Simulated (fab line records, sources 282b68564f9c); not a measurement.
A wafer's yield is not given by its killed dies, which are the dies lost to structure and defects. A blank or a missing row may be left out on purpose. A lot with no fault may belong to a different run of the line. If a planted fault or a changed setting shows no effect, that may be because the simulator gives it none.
fab line records | flow rit-cmos
record: lots: 5 | wafers: 15 | last-day: 7
route steps=202 shown CONTACT@178 M1@184
lots with no fault: from the same line, run without faults
start-h: hours from the record's opening day to when the first of the lot's shown wafers began | wait-h: hours since the lot's step before | " as in the row above | L1.1+2: a single row standing in for several wafers | - no value, or no start was given | * or withheld: withheld | < > ~ a bound
route shown NAME@n: names a module that has steps shown in the file, with the first one's number in the route | usual: the fault-free wafers' mean and standard deviation | same: alike in all rows | chamber/n: place in a boat | sites: readings site by site | _std_site: how widely they spread, as a standard deviation | _edge_site: outer sites' mean less inner sites' | radius-mm: for every site, how far away it sits from the centre of the wafer | mask NAME#n: copy n | behind: tool/chamber where the wafer was last shaped | hold: the reason the lot was held/the length of the hold in hours/how it ended | device: the transistor (n, p or np) that didn't switch | end of line: the tests these same wafers got at the end of their route | a step with no rows: only its recipe | killed: not the wafer's yield, but the dies lost to structure and defects at the first sort | map: a wafer's dies, marking killed ones x, the rest . and places with no die _
set.NAME: setting as actually run; set.NAME@STEP: the setting as run at that earlier step | model.NAME: the simulator's own value behind a step, which no gauge read
lots at selected steps of the route; one table per step, one row per wafer
services: from which hour (start-h, from the record's first day; less than 0 if before it) a tool's chamber was out of use, for how many hours, and why
== steps ==
step: RIT_CONTACT_HARDBAKE_10
recipe: resist: NOVOLAK | temp-c: 140 | time-s: 60
step: RIT_CONTACT_ETCH_11
recipe: target-depth-a: 4800 | over-etch-frac: 0.2 | stop-on: TiSi2 | chemistry: CHF3/CF4/Ar | target: SiO2 | CHF3_flow_sccm: 50 | cf4-flow-sccm: 10 | Ar_flow_sccm: 100 | O2_flow_sccm: 5 | pressure-mtorr: 100 | rf-w: 200 | time-s: 320
usual: drypump-motor-current-A: 5.7/0.34 | oes-product-au: 0.987/0.011 | throttle-valve-pct: 8.90/0.13
lot.wafer | tool        | chamber | start-h | wait-h | drypump-motor-current-A | oes-product-au | rf-hours-counter-h | throttle-valve-pct
L217.2    | rie-diel-01 | 2       | 68.91   | 0.1    | 5.6                     | 0.995          | 109                | 8.99
L217.5    | "           | 2       | "       | "      | 5.6                     | 0.985          | -                  | 8.97
L217.6    | "           | 1       | "       | "      | 5.2                     | 0.973          | -                  | 8.91
L222.1    | rie-diel-03 | 3       | 90.39   | 0.1    | 6.0                     | 0.989          | 77                 | 8.96
L222.2    | "           | 0       | "       | "      | 5.8                     | 0.986          | 4                  | 8.65
L222.6    | "           | 3       | "       | "      | 6.0                     | 0.991          | -                  | 8.97
L230.3    | rie-diel-01 | 2       | 128.71  | 0.1    | 5.6                     | 0.981          | 111                | 8.97
L230.5    | "           | 0       | "       | "      | 5.8                     | 0.986          | -                  | 8.86
L230.6    | "           | 1       | "       | "      | 5.2                     | 0.980          | -                  | 8.93
L233.2    | rie-diel-03 | 0       | 144.00  | 0.1    | 5.8                     | 0.987          | 5                  | 8.66
L233.4    | "           | 3       | "       | "      | 5.9                     | 0.990          | 78                 | 8.97
L233.6    | "           | 3       | "       | "      | 5.9                     | 0.990          | -                  | 8.97
L234.1    | rie-diel-04 | 2       | 150.66  | 0.1    | 6.4                     | 0.995          | 9                  | 9.11
L234.2    | "           | 3       | "       | "      | 5.6                     | 1.010          | 47                 | 8.89
L234.5    | "           | 3       | "       | "      | 5.6                     | 1.006          | -                  | 8.88
step: RIT_CONTACT_STRIP_12
recipe: chemistry: O2 | time-s: 180 | resist: NOVOLAK | platen-temp-c: withheld | power-w: 500 | pressure-mtorr: 4000 | o2-flow-sccm: 4000
usual: drypump-motor-current-A: 5.5/0.5
lot.wafer | tool            | chamber | start-h | wait-h | drypump-motor-current-A | rf-hours-counter-h
L217.2    | plasma-asher-04 | 1       | 69.11   | 0.1    | 6.0                     | 28
L217.5    | "               | 1       | "       | "      | 6.0                     | -
L217.6    | "               | 0       | "       | "      | 5.5                     | -
L222.1    | plasma-asher-03 | 1       | 90.58   | 0.1    | 5.5                     | 44
L222.2    | "               | 0       | "       | "      | 5.7                     | 44
L222.6    | "               | 1       | "       | "      | 5.5                     | -
L230.3    | plasma-asher-04 | 0       | 128.96  | 0.2    | 5.5                     | -
L230.5    | "               | 1       | "       | "      | 6.0                     | -
L230.6    | "               | 0       | "       | "      | 5.5                     | -
L233.2    | plasma-asher-04 | 1       | 144.19  | 0.1    | 6.0                     | 37
L233.4    | "               | 0       | "       | "      | 5.5                     | -
L233.6    | "               | 1       | "       | "      | 6.0                     | -
L234.1    | plasma-asher-03 | 0       | 150.86  | 0.1    | 5.7                     | 47
L234.2    | "               | 1       | "       | "      | 5.5                     | 47
L234.5    | "               | 0       | "       | "      | 5.7                     | -
step: RIT_CONTACT_CD_MEAS_90
recipe: target-cd-nm: 1000
usual: cd-nm: 1000.3/2.5
lot.wafer | tool      | chamber | start-h | wait-h | cd-nm
L217.2    | cd-sem-02 | -       | 69.30   | 0.1    | 1001.0
L217.5    | "         | -       | "       | "      | 1001.3
L217.6    | "         | -       | "       | "      | 1001.0
L222.1    | cd-sem-02 | -       | 90.76   | 0.1    | 998.6
L222.2    | "         | -       | "       | "      | 1001.0
L222.6    | "         | -       | "       | "      | 999.9
L230.3    | cd-sem-01 | -       | 129.12  | 0.1    | 1002.7
L230.5    | "         | -       | "       | "      | 1000.9
L230.6    | "         | -       | "       | "      | 1002.6
L233.2    | cd-sem-01 | -       | 144.39  | 0.1    | 997.4
L233.4    | "         | -       | "       | "      | 997.5
L233.6    | "         | -       | "       | "      | 998.2
L234.1    | cd-sem-01 | -       | 151.03  | 0.1    | 1003.2
L234.2    | "         | -       | "       | "      | 1001.4
L234.5    | "         | -       | "       | "      | 1004.2
step: RIT_CONTACT_CLEAN_13
recipe: chemistry: SC1 | mix: 3:3:50 | time-s: 600 | temp-c: 75
step: RIT_CONTACT_CLEAN_14
recipe: chemistry: SC2 | mix: 3:3:50 | time-s: 600 | temp-c: 75 | dry: n2-spin
step: RIT_M1_SPUTTER_00
recipe: material: Al | target-thk-nm: 400 | power-w: 2000 | chamber-pressure-pa: 0.4 | gas: Ar | time-s: 500 | substrate-temp-c: 25
usual: throttle-valve-pct: 30.2/1
lot.wafer | tool           | chamber | start-h | wait-h | throttle-valve-pct
L217.2    | pvd-sputter-01 | -       | 69.77   | 0.0    | 31.6
L217.5    | "              | -       | "       | "      | 31.6
L217.6    | "              | -       | "       | "      | 29.7
L222.1    | pvd-sputter-02 | -       | 91.24   | 0.0    | 29.1
L222.2    | "              | -       | "       | "      | 31.4
L222.6    | "              | -       | "       | "      | 30.0
L230.3    | pvd-sputter-02 | -       | 129.55  | 0.0    | 29.7
L230.5    | "              | -       | "       | "      | 30.0
L230.6    | "              | -       | "       | "      | 29.1
L233.2    | pvd-sputter-01 | -       | 145.03  | 0.0    | 31.5
L233.4    | "              | -       | "       | "      | 29.8
L233.6    | "              | -       | "       | "      | 31.3
L234.1    | pvd-sputter-02 | -       | 151.76  | 0.0    | 29.8
L234.2    | "              | -       | "       | "      | 30.2
L234.5    | "              | -       | "       | "      | 31.4
step: RIT_M1_RS_MEAS_01
recipe: thk-meas-gauge: four-point-probe | reads: Al_of_M1_SPUTTER_00
usual: M1_AL_RS: 0.0734/0.00095
lot.wafer | tool          | chamber | start-h | wait-h | M1_AL_RS[ohm/sq]
L217.2    | film-metro-04 | -       | 70.08   | 0.2    | 0.0716
L217.5    | "             | -       | "       | "      | 0.0724
L217.6    | "             | -       | "       | "      | 0.0713
L222.1    | film-metro-03 | -       | 91.54   | 0.1    | 0.0742
L222.2    | "             | -       | "       | "      | 0.0737
L222.6    | "             | -       | "       | "      | 0.0742
L230.3    | film-metro-03 | -       | 129.88  | 0.2    | 0.0732
L230.5    | "             | -       | "       | "      | 0.0738
L230.6    | "             | -       | "       | "      | 0.0735
L233.2    | film-metro-03 | -       | 145.34  | 0.2    | 0.0727
L233.4    | "             | -       | "       | "      | 0.0721
L233.6    | "             | -       | "       | "      | 0.0726
L234.1    | film-metro-04 | -       | 152.06  | 0.1    | 0.0739
L234.2    | "             | -       | "       | "      | 0.0733
L234.5    | "             | -       | "       | "      | 0.0735
step: RIT_M1_THK_MEAS_02
recipe: thk-meas-gauge: xrf | reads: Al_of_M1_SPUTTER_00
usual: M1_AL_THK: 400/5.5
lot.wafer | tool          | chamber | start-h | wait-h | M1_AL_THK[nm]
L217.2    | film-metro-04 | -       | 70.19   | 0.1    | 412
L217.5    | "             | -       | "       | "      | 407
L217.6    | "             | -       | "       | "      | 415
L222.1    | film-metro-03 | -       | 91.66   | 0.1    | 398
L222.2    | "             | -       | "       | "      | 400
L222.6    | "             | -       | "       | "      | 397
L230.3    | film-metro-03 | -       | 129.98  | 0.1    | 405
L230.5    | "             | -       | "       | "      | 401
L230.6    | "             | -       | "       | "      | 399
L233.2    | film-metro-03 | -       | 145.45  | 0.1    | 409
L233.4    | "             | -       | "       | "      | 409
L233.6    | "             | -       | "       | "      | 408
L234.1    | film-metro-04 | -       | 152.18  | 0.1    | 394
L234.2    | "             | -       | "       | "      | 399
L234.5    | "             | -       | "       | "      | 400
step: RIT_M1_HMDS_03
recipe: prime-time-s: 60 | prime-temp-c: 140
step: RIT_M1_COAT_04
recipe: resist: NOVOLAK | spin-rpm: 2000 | resist-thk-nm: 1300
step: RIT_M1_SOFTBAKE_05
recipe: resist: NOVOLAK | temp-c: 90 | time-s: 60
step: RIT_M1_EXPOSE_06
recipe: mask-id: M12 | na: 0.6 | source-shape: conventional | sigma-outer: 0.5 | target-cd-nm: 2600 | dose-mj: 250
lot.wafer  | tool             | chamber | start-h | wait-h | mask
L217.2+5+6 | iline-stepper-02 | 0       | 70.71   | 0.1    | M12#0
L222.1+2+6 | iline-stepper-01 | 0       | 92.29   | 0.2    | M12_R1#0
L230.3+5+6 | iline-stepper-02 | 0       | 130.63  | 0.2    | M12#0
L233.2+4+6 | iline-stepper-01 | 0       | 145.97  | 0.1    | M12#0
L234.1+2+5 | iline-stepper-01 | 0       | 152.69  | 0.1    | M12#0
step: RIT_M1_PEB_07
recipe: resist: NOVOLAK | temp-c: withheld | time-s: withheld
step: RIT_M1_DEVELOP_08
recipe: resist: NOVOLAK | develop-time-s: 68 | dev-temp-c: 23
step: RIT_M1_CD_MEAS_09
recipe: target-cd-nm: 2600
usual: cd-nm: 2600.1/2.3
lot.wafer | tool      | chamber | start-h | wait-h | hold                     | cd-nm
L217.2    | cd-sem-02 | -       | 71.14   | -      | -                        | 2597.6
L217.5    | "         | -       | "       | "      | -                        | 2597.7
L217.6    | "         | -       | "       | "      | -                        | 2597.6
L222.1    | cd-sem-01 | -       | 92.72   | -      | await-dispo/0.2h/release | 2253.0
L222.2    | "         | -       | "       | "      | await-dispo/0.2h/release | 2252.9
L222.6    | "         | -       | "       | "      | await-dispo/0.2h/release | 2250.5
L222.1    | cd-sem-01 | -       | 93.01   | 0.3    | -                        | 2252.8
L222.2    | "         | -       | "       | "      | -                        | 2253.0
L222.6    | "         | -       | "       | "      | -                        | 2250.5
L230.3    | cd-sem-01 | -       | 131.07  | -      | -                        | 2601.0
L230.5    | "         | -       | "       | "      | -                        | 2603.3
L230.6    | "         | -       | "       | "      | -                        | 2601.4
L233.2    | cd-sem-01 | -       | 146.40  | -      | -                        | 2600.2
L233.4    | "         | -       | "       | "      | -                        | 2600.6
L233.6    | "         | -       | "       | "      | -                        | 2600.5
L234.1    | cd-sem-01 | -       | 153.12  | -      | -                        | 2596.4
L234.2    | "         | -       | "       | "      | -                        | 2598.6
L234.5    | "         | -       | "       | "      | -                        | 2600.8
step: RIT_M1_PROBE_99
usual: defect-limited-yield: 97.3/1.1 | killed-at-contacts: 0.1/0.34 | killed-at-front-end: 7.0/2.9 | killed-dies: 7.2/2.9 | killed-open: 3.6/1.9 | killed-short: 3.5/2.1 | sort_bin_3_pad_short: 0.1/0.23 | sort_bin_5_function: 1.6/0.73 | sort_bin_6_memory: 1.0/0.67 | sort-n-pass: 256.8/2.9 | sort-yield-pct: 97.3/1.1
same: gross-dies: 264 | killed_at_M0_to_M3: 0 | killed_at_M4_up: 0 | killed-at-back-side: 0 | killed-at-other: 0
lot.wafer | tool      | chamber | start-h | wait-h | defect-limited-yield[%] | killed-at-contacts | killed-at-front-end | killed-dies | killed-open | killed-short | sort_bin_3_pad_short[%] | sort_bin_5_function[%] | sort_bin_6_memory[%] | sort-n-pass | sort-yield-pct[%]
L217.2    | prober-02 | -       | 73.83   | 0.1    | 95.5                    | 0                  | 12                  | 12          | 5           | 7            | 0                       | 3.0                    | 1.5                  | 252.0       | 95.5
L217.5    | prober-02 | -       | 73.98   | 0.2    | 95.5                    | 0                  | 12                  | 12          | 6           | 6            | 0.4                     | 2.3                    | 1.9                  | 252.0       | 95.5
L217.6    | prober-02 | -       | 74.03   | 0.2    | 96.6                    | 0                  | 9                   | 9           | 7           | 2            | 0.4                     | 3.0                    | 0                    | 255.0       | 96.6
L230.3    | prober-02 | -       | 134.32  | 0.2    | 99.2                    | 0                  | 2                   | 2           | 1           | 1            | 0                       | 0.8                    | 0                    | 262.0       | 99.2
L230.5    | prober-02 | -       | 134.42  | 0.2    | 96.2                    | 0                  | 10                  | 10          | 7           | 3            | 0                       | 1.9                    | 1.9                  | 254.0       | 96.2
L230.6    | prober-02 | -       | 134.47  | 0.2    | 97.0                    | 0                  | 8                   | 8           | 3           | 5            | 0.4                     | 1.9                    | 0.8                  | 256.0       | 97.0
L233.2    | prober-01 | -       | 149.11  | 0.1    | 99.6                    | 0                  | 1                   | 1           | 0           | 1            | 0                       | 0.4                    | 0                    | 263.0       | 99.6
L233.4    | prober-01 | -       | 149.21  | 0.2    | 98.1                    | 0                  | 5                   | 5           | 2           | 3            | 0                       | 1.5                    | 0.4                  | 259.0       | 98.1
L233.6    | prober-01 | -       | 149.31  | 0.2    | 97.7                    | 0                  | 6                   | 6           | 4           | 2            | 0.4                     | 1.1                    | 0.8                  | 258.0       | 97.7
L234.1    | prober-02 | -       | 156.02  | 0.1    | 98.5                    | 0                  | 4                   | 4           | 1           | 3            | 0                       | 0.4                    | 1.1                  | 260.0       | 98.5
L234.2    | prober-02 | -       | 156.07  | 0.1    | 97.3                    | 0                  | 7                   | 7           | 5           | 2            | 0                       | 2.3                    | 0.4                  | 257.0       | 97.3
L234.5    | prober-02 | -       | 156.22  | 0.2    | 98.1                    | 1                  | 4                   | 5           | 3           | 1            | 0                       | 0.4                    | 1.5                  | 259.0       | 98.1
killed by level:class
L217.2 GATE:geometric-particle:short=5 FOX2:geometric-particle:open=2 GATE:geometric-particle:open=2 REOX:geometric-particle:short=2 SILICIDE:geometric-particle:open=1
L217.5 GATE:geometric-particle:open=4 FOX1:geometric-particle:short=1 FOX2:geometric-particle:short=1 GATE:geometric-particle:short=1 REOX:geometric-particle:short=1 SILICIDE:geometric-particle:short=1 SPACER:geometric-particle:open=1 SPACER:geometric-particle:short=1
L217.6 SPACER:geometric-particle:open=3 GATE:geometric-particle:open=2 FOX1:geometric-particle:open=1 GATE:geometric-particle:short=1 REOX:geometric-particle:short=1 SILICIDE:geometric-particle:open=1
L230.3 SPACER:geometric-particle:open=1 SILICIDE:geometric-particle:short=1
L230.5 SPACER:geometric-particle:open=4 GATE:geometric-particle:open=3 GATE:geometric-particle:short=2 SPACER:geometric-particle:short=1
L230.6 GATE:geometric-particle:short=3 FOX2:geometric-particle:open=1 FOX2:geometric-particle:short=1 GATE:geometric-particle:open=1 SPACER:geometric-particle:short=1 SILICIDE:geometric-particle:open=1
L233.2 GATE:geometric-particle:short=1
L233.4 GATE:geometric-particle:short=2 GATE:geometric-particle:open=1 SILICIDE:geometric-particle:open=1 SILICIDE:geometric-particle:short=1
L233.6 FOX1:geometric-particle:open=1 FOX2:geometric-particle:short=1 GATE:geometric-particle:open=1 REOX:geometric-particle:short=1 REOX:geometric-particle:open=1 SILICIDE:geometric-particle:open=1
L234.1 GATE:geometric-particle:short=1 GATE:geometric-particle:open=1 SPACER:geometric-particle:short=1 SILICIDE:geometric-particle:short=1
L234.2 SILICIDE:geometric-particle:open=2 FOX1:geometric-particle:open=1 GATE:geometric-particle:open=1 REOX:geometric-particle:open=1 REOX:geometric-particle:short=1 SPACER:geometric-particle:short=1
L234.5 FOX2:geometric-particle:open=1 SPACER:geometric-particle:open=1 SILICIDE:geometric-particle:short=1 CONTACT:geometric-particle:open=1 PRETRO:coat-microbubble-printed=1
== services ==
tool             | chamber | start-h | hours | kind
rie-diel-04      | 3       | 66.91   | 12.5  | repair
iline-stepper-01 | -       | 68.59   | 4.4   | pm
rie-diel-03      | 1       | 78.86   | 3.4   | repair
rie-diel-04      | 1       | 79.32   | 44.8  | repair
iline-stepper-02 | -       | 89.99   | 1.7   | pm
pvd-sputter-02   | -       | 90.13   | 0.5   | repair
rie-diel-04      | 2       | 97.60   | 22.4  | repair
rie-diel-04      | -       | 98.91   | 14.5  | repair
plasma-asher-03  | -       | 107.97  | 28.1  | pm
rie-diel-03      | -       | 111.41  | 2.3   | repair
rie-diel-01      | -       | 113.99  | 4.3   | pm
iline-stepper-01 | -       | 114.32  | 1.7   | pm
rie-diel-01      | 3       | 118.36  | 18.3  | repair
plasma-asher-03  | -       | 136.07  | 14.6  | pm
plasma-asher-04  | -       | 138.04  | 2.8   | pm
== key ==
first-sign: step: RIT_M1_EXPOSE_06 | reading: mask | direction: changed
effect: step: RIT_M1_CD_MEAS_09 | reading: visit | direction: added
effect: step: RIT_M1_CD_MEAS_09 | reading: cd-nm | direction: down | sigmas: 99+ | usual: 2600.1 | struck: 2252.1
met-at RIT_M1_EXPOSE_06
struck-wafers L222.1,L222.2,L222.6
scrapped-behind RIT_M1_CD_MEAS_09 L222.1,L222.2,L222.6
fault: kind: wrong-mask | tool: any | chamber: - | onset-h: 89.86 | steps: RIT_M1_EXPOSE_06 | aux-copy: M12_R1#0 | cd-offset-nm: -350 | scope: struck-lots-only
